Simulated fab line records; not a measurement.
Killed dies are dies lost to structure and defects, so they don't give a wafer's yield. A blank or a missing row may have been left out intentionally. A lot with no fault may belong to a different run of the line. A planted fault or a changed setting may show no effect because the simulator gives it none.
fab line records / flow berkeleyCmos170
record lots=14 wafers=42 lastDay=13
route steps=331 shown NWELL@21
lots that met no fault: taken from a fault-free run of the same line
startH: the number of hours between the record's first day and the start of the first shown wafer of the lot / waitH: hours since the lot's step before / " same as the row above / L1.1+2: one row covering several wafers at once / - value missing, or start not given / * or withheld: withheld / < > ~ a bound
route shown NAME@n: NAME is a module with steps in the file, n the number in the route of the first one / usual: mean/standard deviation of fault-free wafers / same: alike in all rows / chamber/n: place in a boat / sites: the reading at each site / _std_site: the values' standard deviation / _edge_site: outer sites' mean less inner sites' / radiusMm: how far each site lies from the wafer's centre / mask NAME#n: copy n / behind: the last tool/chamber to shape the wafer / hold: cause of the lot's hold/its duration in hours/its outcome / device: transistor that didn't switch, given as n, p or np / end of line: tests run on the same wafers once the route is complete / a step given without rows: its recipe and nothing more / killed: the dies lost at the first sort to structure and to defects; this is not the yield of the wafer / map: dies across one wafer; x = killed, . = not, _ = none there
set.NAME: the setting that was run; set.NAME@STEP: the one run at that earlier step / model.NAME: the simulator's own value behind a step, which no gauge read
the route's steps for a sample of lots (tables are steps, rows are wafers)
services: from which hour (startH, from the record's first day; less than 0 if before it) a tool's chamber was out of use, for how many hours, and why
## steps
# step UCB170_NWELL_COAT_07
# recipe resist=KrF spinRpm=1500 resistThkNm=900
# usual resistLineTempC=23.00/0.11
lot.wafer=L205.1 tool=lithoTrack-04 chamber=0 startH=39.10 waitH=0.1 resistLineTempC=22.95
lot.wafer=L205.2 tool=lithoTrack-04 chamber=0 startH=39.10 waitH=0.1 resistLineTempC=23.01
lot.wafer=L205.5 tool=lithoTrack-04 chamber=0 startH=39.10 waitH=0.1 resistLineTempC=23.16
lot.wafer=L206.3 tool=lithoTrack-03 chamber=0 startH=39.13 waitH=0.1 resistLineTempC=23.07
lot.wafer=L206.5 tool=lithoTrack-03 chamber=0 startH=39.13 waitH=0.1 resistLineTempC=23.11
lot.wafer=L206.6 tool=lithoTrack-03 chamber=0 startH=39.13 waitH=0.1 resistLineTempC=23.19
lot.wafer=L207.2 tool=lithoTrack-02 chamber=0 startH=46.95 waitH=0.1 resistLineTempC=23.01
lot.wafer=L207.3 tool=lithoTrack-02 chamber=0 startH=46.95 waitH=0.1 resistLineTempC=23.03
lot.wafer=L207.6 tool=lithoTrack-02 chamber=0 startH=46.95 waitH=0.1 resistLineTempC=23.04
lot.wafer=L208.1 tool=lithoTrack-02 chamber=0 startH=51.77 waitH=0.1 resistLineTempC=22.85
lot.wafer=L208.2 tool=lithoTrack-02 chamber=0 startH=51.77 waitH=0.1 resistLineTempC=23.08
lot.wafer=L208.4 tool=lithoTrack-02 chamber=0 startH=51.77 waitH=0.1 resistLineTempC=22.94
lot.wafer=L212.2 tool=lithoTrack-03 chamber=0 startH=66.51 waitH=0.1 resistLineTempC=23.08
lot.wafer=L212.3 tool=lithoTrack-03 chamber=0 startH=66.51 waitH=0.1 resistLineTempC=23.02
lot.wafer=L212.5 tool=lithoTrack-03 chamber=0 startH=66.51 waitH=0.1 resistLineTempC=23.17
lot.wafer=L216.3 tool=lithoTrack-03 chamber=0 startH=84.67 waitH=0.1 resistLineTempC=23.12
lot.wafer=L216.5 tool=lithoTrack-03 chamber=0 startH=84.67 waitH=0.1 resistLineTempC=22.97
lot.wafer=L216.6 tool=lithoTrack-03 chamber=0 startH=84.67 waitH=0.1 resistLineTempC=22.97
lot.wafer=L218.1 tool=lithoTrack-04 chamber=0 startH=94.53 waitH=0.1 resistLineTempC=22.98
lot.wafer=L218.3 tool=lithoTrack-04 chamber=0 startH=94.53 waitH=0.1 resistLineTempC=23.01
lot.wafer=L218.4 tool=lithoTrack-04 chamber=0 startH=94.53 waitH=0.1 resistLineTempC=23.04
lot.wafer=L219.2 tool=lithoTrack-04 chamber=0 startH=104.61 waitH=0.1 resistLineTempC=22.99
lot.wafer=L219.3 tool=lithoTrack-04 chamber=0 startH=104.61 waitH=0.1 resistLineTempC=22.97
lot.wafer=L219.5 tool=lithoTrack-04 chamber=0 startH=104.61 waitH=0.1 resistLineTempC=23.24
lot.wafer=L221.3 tool=lithoTrack-02 chamber=0 startH=112.14 waitH=0.1 resistLineTempC=22.85
lot.wafer=L221.4 tool=lithoTrack-02 chamber=0 startH=112.14 waitH=0.1 resistLineTempC=22.77
lot.wafer=L221.5 tool=lithoTrack-02 chamber=0 startH=112.14 waitH=0.1 resistLineTempC=22.96
lot.wafer=L222.1 tool=lithoTrack-04 chamber=0 startH=119.29 waitH=0.1 resistLineTempC=23.25
lot.wafer=L222.3 tool=lithoTrack-04 chamber=0 startH=119.29 waitH=0.1 resistLineTempC=23.10
lot.wafer=L222.6 tool=lithoTrack-04 chamber=0 startH=119.29 waitH=0.1 resistLineTempC=23.03
lot.wafer=L224.1 tool=lithoTrack-04 chamber=0 startH=127.40 waitH=0.1 resistLineTempC=23.04
lot.wafer=L224.2 tool=lithoTrack-04 chamber=0 startH=127.40 waitH=0.1 resistLineTempC=23.06
lot.wafer=L224.3 tool=lithoTrack-04 chamber=0 startH=127.40 waitH=0.1 resistLineTempC=22.98
lot.wafer=L225.1 tool=lithoTrack-02 chamber=0 startH=138.02 waitH=0.1 resistLineTempC=23.11
lot.wafer=L225.2 tool=lithoTrack-02 chamber=0 startH=138.02 waitH=0.1 resistLineTempC=23.07
lot.wafer=L225.6 tool=lithoTrack-02 chamber=0 startH=138.02 waitH=0.1 resistLineTempC=22.92
lot.wafer=L227.1 tool=lithoTrack-03 chamber=0 startH=147.44 waitH=0.1 resistLineTempC=23.09
lot.wafer=L227.4 tool=lithoTrack-03 chamber=0 startH=147.44 waitH=0.1 resistLineTempC=23.12
lot.wafer=L227.5 tool=lithoTrack-03 chamber=0 startH=147.44 waitH=0.1 resistLineTempC=23.11
lot.wafer=L228.1 tool=lithoTrack-02 chamber=0 startH=158.07 waitH=0.1 resistLineTempC=23.18
lot.wafer=L228.3 tool=lithoTrack-02 chamber=0 startH=158.07 waitH=0.1 resistLineTempC=23.14
lot.wafer=L228.4 tool=lithoTrack-02 chamber=0 startH=158.07 waitH=0.1 resistLineTempC=23.14
# step UCB170_NWELL_STRIP_15
# recipe chemistry=O2 powerW=400 pressureMtorr=3500 platenTempC=withheld o2FlowSccm=400 overashFraction=0.5
# usual drypumpMotorCurrentA=5.5/0.44 oesProductAu=0.721/0.0046 stripTimeToEndpointS=18.04/0.1
lot.wafer=L206.3 tool=plasmaAsher-01 chamber=1 startH=40.42 waitH=0.1 drypumpMotorCurrentA=5.5 oesProductAu=0.718 rfHoursCounterH=- stripTimeToEndpointS=17.92
lot.wafer=L206.5 tool=plasmaAsher-01 chamber=1 startH=40.42 waitH=0.1 drypumpMotorCurrentA=5.5 oesProductAu=0.730 rfHoursCounterH=- stripTimeToEndpointS=18.13
lot.wafer=L206.6 tool=plasmaAsher-01 chamber=0 startH=40.42 waitH=0.1 drypumpMotorCurrentA=4.9 oesProductAu=0.718 rfHoursCounterH=- stripTimeToEndpointS=17.98
lot.wafer=L205.1 tool=plasmaAsher-02 chamber=1 startH=40.66 waitH=0.1 drypumpMotorCurrentA=6.2 oesProductAu=0.719 rfHoursCounterH=23 stripTimeToEndpointS=18.14
lot.wafer=L205.2 tool=plasmaAsher-02 chamber=0 startH=40.66 waitH=0.1 drypumpMotorCurrentA=5.7 oesProductAu=0.715 rfHoursCounterH=23 stripTimeToEndpointS=17.96
lot.wafer=L205.5 tool=plasmaAsher-02 chamber=0 startH=40.66 waitH=0.1 drypumpMotorCurrentA=5.7 oesProductAu=0.727 rfHoursCounterH=- stripTimeToEndpointS=17.97
lot.wafer=L207.2 tool=plasmaAsher-02 chamber=0 startH=47.90 waitH=0.1 drypumpMotorCurrentA=5.7 oesProductAu=0.721 rfHoursCounterH=24 stripTimeToEndpointS=17.95
lot.wafer=L207.3 tool=plasmaAsher-02 chamber=0 startH=47.90 waitH=0.1 drypumpMotorCurrentA=5.7 oesProductAu=0.713 rfHoursCounterH=- stripTimeToEndpointS=17.96
lot.wafer=L207.6 tool=plasmaAsher-02 chamber=1 startH=47.90 waitH=0.1 drypumpMotorCurrentA=6.1 oesProductAu=0.715 rfHoursCounterH=- stripTimeToEndpointS=18.05
lot.wafer=L208.1 tool=plasmaAsher-02 chamber=0 startH=53.09 waitH=0.1 drypumpMotorCurrentA=5.7 oesProductAu=0.720 rfHoursCounterH=24 stripTimeToEndpointS=17.95
lot.wafer=L208.2 tool=plasmaAsher-02 chamber=1 startH=53.09 waitH=0.1 drypumpMotorCurrentA=6.1 oesProductAu=0.717 rfHoursCounterH=24 stripTimeToEndpointS=17.94
lot.wafer=L208.4 tool=plasmaAsher-02 chamber=0 startH=53.09 waitH=0.1 drypumpMotorCurrentA=5.7 oesProductAu=0.720 rfHoursCounterH=- stripTimeToEndpointS=17.97
lot.wafer=L212.2 tool=plasmaAsher-03 chamber=1 startH=67.95 waitH=0.1 drypumpMotorCurrentA=5.5 oesProductAu=0.719 rfHoursCounterH=35 stripTimeToEndpointS=17.59
lot.wafer=L212.3 tool=plasmaAsher-03 chamber=1 startH=67.95 waitH=0.1 drypumpMotorCurrentA=5.6 oesProductAu=0.713 rfHoursCounterH=- stripTimeToEndpointS=17.61
lot.wafer=L212.5 tool=plasmaAsher-03 chamber=0 startH=67.95 waitH=0.1 drypumpMotorCurrentA=5.8 oesProductAu=0.721 rfHoursCounterH=- stripTimeToEndpointS=17.59
lot.wafer=L216.3 tool=plasmaAsher-01 chamber=0 startH=85.88 waitH=0.1 drypumpMotorCurrentA=4.9 oesProductAu=0.719 rfHoursCounterH=- stripTimeToEndpointS=17.18
lot.wafer=L216.5 tool=plasmaAsher-01 chamber=0 startH=85.88 waitH=0.1 drypumpMotorCurrentA=4.9 oesProductAu=0.723 rfHoursCounterH=- stripTimeToEndpointS=17.18
lot.wafer=L216.6 tool=plasmaAsher-01 chamber=1 startH=85.88 waitH=0.1 drypumpMotorCurrentA=5.5 oesProductAu=0.721 rfHoursCounterH=- stripTimeToEndpointS=17.23
lot.wafer=L218.1 tool=plasmaAsher-01 chamber=1 startH=96.55 waitH=0.1 drypumpMotorCurrentA=5.5 oesProductAu=0.716 rfHoursCounterH=36 stripTimeToEndpointS=17.94
lot.wafer=L218.3 tool=plasmaAsher-01 chamber=1 startH=96.55 waitH=0.1 drypumpMotorCurrentA=5.5 oesProductAu=0.721 rfHoursCounterH=- stripTimeToEndpointS=18.10
lot.wafer=L218.4 tool=plasmaAsher-01 chamber=0 startH=96.55 waitH=0.1 drypumpMotorCurrentA=4.9 oesProductAu=0.717 rfHoursCounterH=- stripTimeToEndpointS=18.12
lot.wafer=L219.2 tool=plasmaAsher-01 chamber=0 startH=105.69 waitH=0.1 drypumpMotorCurrentA=4.9 oesProductAu=0.721 rfHoursCounterH=37 stripTimeToEndpointS=18.08
lot.wafer=L219.3 tool=plasmaAsher-01 chamber=1 startH=105.69 waitH=0.1 drypumpMotorCurrentA=5.5 oesProductAu=0.716 rfHoursCounterH=- stripTimeToEndpointS=17.96
lot.wafer=L219.5 tool=plasmaAsher-01 chamber=0 startH=105.69 waitH=0.1 drypumpMotorCurrentA=4.9 oesProductAu=0.714 rfHoursCounterH=- stripTimeToEndpointS=17.97
lot.wafer=L221.3 tool=plasmaAsher-01 chamber=0 startH=113.29 waitH=0.1 drypumpMotorCurrentA=4.9 oesProductAu=0.719 rfHoursCounterH=- stripTimeToEndpointS=18.10
lot.wafer=L221.4 tool=plasmaAsher-01 chamber=1 startH=113.29 waitH=0.1 drypumpMotorCurrentA=5.5 oesProductAu=0.729 rfHoursCounterH=- stripTimeToEndpointS=17.98
lot.wafer=L221.5 tool=plasmaAsher-01 chamber=0 startH=113.29 waitH=0.1 drypumpMotorCurrentA=4.9 oesProductAu=0.726 rfHoursCounterH=- stripTimeToEndpointS=17.88
lot.wafer=L222.1 tool=plasmaAsher-01 chamber=1 startH=120.49 waitH=0.1 drypumpMotorCurrentA=5.5 oesProductAu=0.725 rfHoursCounterH=39 stripTimeToEndpointS=17.99
lot.wafer=L222.3 tool=plasmaAsher-01 chamber=0 startH=120.49 waitH=0.1 drypumpMotorCurrentA=4.9 oesProductAu=0.716 rfHoursCounterH=- stripTimeToEndpointS=17.95
lot.wafer=L222.6 tool=plasmaAsher-01 chamber=1 startH=120.49 waitH=0.1 drypumpMotorCurrentA=5.5 oesProductAu=0.724 rfHoursCounterH=- stripTimeToEndpointS=18.06
lot.wafer=L224.1 tool=plasmaAsher-01 chamber=1 startH=129.28 waitH=0.1 drypumpMotorCurrentA=5.5 oesProductAu=0.723 rfHoursCounterH=40 stripTimeToEndpointS=18.20
lot.wafer=L224.2 tool=plasmaAsher-01 chamber=0 startH=129.28 waitH=0.1 drypumpMotorCurrentA=4.9 oesProductAu=0.717 rfHoursCounterH=40 stripTimeToEndpointS=18.11
lot.wafer=L224.3 tool=plasmaAsher-01 chamber=1 startH=129.28 waitH=0.1 drypumpMotorCurrentA=5.5 oesProductAu=0.714 rfHoursCounterH=- stripTimeToEndpointS=18.09
lot.wafer=L225.1 tool=plasmaAsher-01 chamber=1 startH=139.02 waitH=0.1 drypumpMotorCurrentA=5.5 oesProductAu=0.729 rfHoursCounterH=41 stripTimeToEndpointS=18.10
lot.wafer=L225.2 tool=plasmaAsher-01 chamber=0 startH=139.02 waitH=0.1 drypumpMotorCurrentA=4.8 oesProductAu=0.722 rfHoursCounterH=41 stripTimeToEndpointS=18.15
lot.wafer=L225.6 tool=plasmaAsher-01 chamber=0 startH=139.02 waitH=0.1 drypumpMotorCurrentA=4.8 oesProductAu=0.715 rfHoursCounterH=- stripTimeToEndpointS=18.18
lot.wafer=L227.1 tool=plasmaAsher-03 chamber=1 startH=148.75 waitH=0.1 drypumpMotorCurrentA=5.6 oesProductAu=0.719 rfHoursCounterH=4 stripTimeToEndpointS=18.02
lot.wafer=L227.4 tool=plasmaAsher-03 chamber=1 startH=148.75 waitH=0.1 drypumpMotorCurrentA=5.5 oesProductAu=0.716 rfHoursCounterH=- stripTimeToEndpointS=17.99
lot.wafer=L227.5 tool=plasmaAsher-03 chamber=1 startH=148.75 waitH=0.1 drypumpMotorCurrentA=5.5 oesProductAu=0.719 rfHoursCounterH=- stripTimeToEndpointS=17.97
lot.wafer=L228.1 tool=plasmaAsher-01 chamber=1 startH=159.21 waitH=0.1 drypumpMotorCurrentA=5.5 oesProductAu=0.730 rfHoursCounterH=44 stripTimeToEndpointS=18.09
lot.wafer=L228.3 tool=plasmaAsher-01 chamber=1 startH=159.21 waitH=0.1 drypumpMotorCurrentA=5.5 oesProductAu=0.723 rfHoursCounterH=- stripTimeToEndpointS=18.09
lot.wafer=L228.4 tool=plasmaAsher-01 chamber=0 startH=159.21 waitH=0.1 drypumpMotorCurrentA=4.9 oesProductAu=0.713 rfHoursCounterH=- stripTimeToEndpointS=18.10
## services
tool=plasmaAsher-03 chamber=- startH=74.18 hours=4.5 kind=repair
tool=plasmaAsher-03 chamber=- startH=108.75 hours=9.0 kind=pm
tool=plasmaAsher-03 chamber=0 startH=108.75 hours=9.0 kind=ventCycle
tool=plasmaAsher-03 chamber=1 startH=108.75 hours=9.0 kind=ventCycle
tool=plasmaAsher-03 chamber=0 startH=117.75 hours=- kind=clean
tool=plasmaAsher-03 chamber=1 startH=117.75 hours=- kind=clean
tool=plasmaAsher-02 chamber=- startH=139.06 hours=15.6 kind=pm
## key
firstSign step=UCB170_NWELL_STRIP_15 reading=stripTimeToEndpointS direction=down sigmas=6.2 usual=* struck=*
effect none on later readings
metAt UCB170_NWELL_COAT_07
struckLots L212,L216
sortLeftOut L216.3,L216.5,L216.6
testerLeftOut L212,L216
onsetBetween 39.13 66.51
fault kind=processParameterDrift tool=lithoTrack-03 chamber=- onsetH=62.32 steps=UCB170_NWELL_COAT_07 channel=resistThkNm offset=* shape=step endH=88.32 actsIn=* stated=*
# testerLeftOut: of these lots the tester's yield and bins aren't shown, on N5 and GAA mostly nor the transistor test; their killed dies are dies lost to structure and defects alone, not to doping, threshold or leakage, so they don't give the yield
# sortLeftOut: the simulated sort isn't trusted on such a fault, so these wafers' sort isn't shown, and their yield isn't known
